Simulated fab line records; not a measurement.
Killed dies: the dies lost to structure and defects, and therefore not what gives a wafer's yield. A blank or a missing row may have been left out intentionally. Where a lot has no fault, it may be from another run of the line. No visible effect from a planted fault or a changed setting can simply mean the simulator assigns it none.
8D (eight disciplines) problem report, filled in by code + flow rit cmos + the parts of the form that need people (team, actions taken, sign-off) are left out

1. WHAT IS WRONG
SPACER_NITRIDE_THK at RIT_SPACER_THK_MEAS_04 reads a mean of 265.5 nm on 3 wafers of 1 lot; wafers without a fault read 249.1 nm with a standard deviation of 2.2. That puts it +7.4 standard deviations away from the usual mean.
Seen first at day 6 11:25 on film metro-03, wafer L174.1. Wafers with a number at this step in the record: 39, from 13 lots. The rule behind "out" and "out of limits": a value lying over 4 standard deviations away from the usual mean. The other wafers with a number count as sound.

2. WHAT IT IS, AND WHAT IT ISN'T
| question                    | is                     | is not                                                                                 |
|-----------------------------|------------------------|----------------------------------------------------------------------------------------|
| which readings at this step | SPACER_NITRIDE_THK     | -                                                                                      |
| which lots                  | L174                   | L157, L159, L160, L162, L163, L164, L165, L173, L175, L178, L179, L180                 |
| which wafers of those lots  | all that have a number | -                                                                                      |
| read on which gauges        | film metro-03          | film metro-01, film metro-02                                                           |
| when                        | from day 6 11:25       | up to then (24 sound wafers); but 12 sound wafers of L175, L178, L179, L180 came after |

3. WHAT RULES OUT EACH SUSPECT
Counting: a tool at a process step up to the reading stays a suspect if it ran every lot that is out and no sound lot after the first of them.
- the gauge at RIT_SPACER_THK_MEAS_04 is ruled out. All the wafers that are out were read on film metro-03, but those of them that RIT_SPACER_CVD_03 has rows for are out there too, on other tools.
- lpcvd-01 at RIT_SPACER_CVD_03 (deposits Si3N4 from SiH2Cl2/NH3, target thk 250 nm, time 3300 s): ruled out as a lasting fault. Sound lots L175 ran on it after its first lot that is out, L174 (day 6 09:30).
Left after counting: nothing in the record.

4. THE CAUSE (what the simulator had put in)
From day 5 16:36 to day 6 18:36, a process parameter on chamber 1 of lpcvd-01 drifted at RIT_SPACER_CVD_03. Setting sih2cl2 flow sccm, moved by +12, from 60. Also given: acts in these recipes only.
It was ruled out by counting, in error; the rule expects a fault to strike all lots run on its tool from its start on, and this fault did not.

5. THE CHAIN OF EFFECTS, in route order
Rows list readings where the struck wafers' mean (over those with a number) sits beyond 3 standard deviations from the usual. Scope: only readings with a usual standard deviation given in the record; hours: median across lots of the time from each lot's start at the first step in this table that gives one to its start at this step; sigmas: change in usual standard deviations.
| hours | step                   | reading            | usual      | on struck wafers | change | sigmas |
|-------|------------------------|--------------------|------------|------------------|--------|--------|
| 0     | RIT_SPACER_CVD_03      | sih2cl2 flow sccm  | 60.00 sccm | 71.97            | +11.97 | +80    |
| 2     | RIT_SPACER_THK_MEAS_04 | SPACER_NITRIDE_THK | 249.1 nm   | 265.5            | +16.4  | +7.4   |
The process steps in it:
- RIT_SPACER_CVD_03: deposits Si3N4 from SiH2Cl2/NH3, target thk 250 nm, time 3300 s.

6. HOW IT WOULD HAVE BEEN CAUGHT EARLIER
The first out-of-limits reading at a measuring or inspecting step in this record came at day 6 11:25, 19 hours after the fault's start at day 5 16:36.
At RIT_SPACER_CVD_03, the tool's own readings (sih2cl2 flow sccm) were out on each struck wafer the step has a row for, so an alarm limit on them would have fired on the first such wafer.
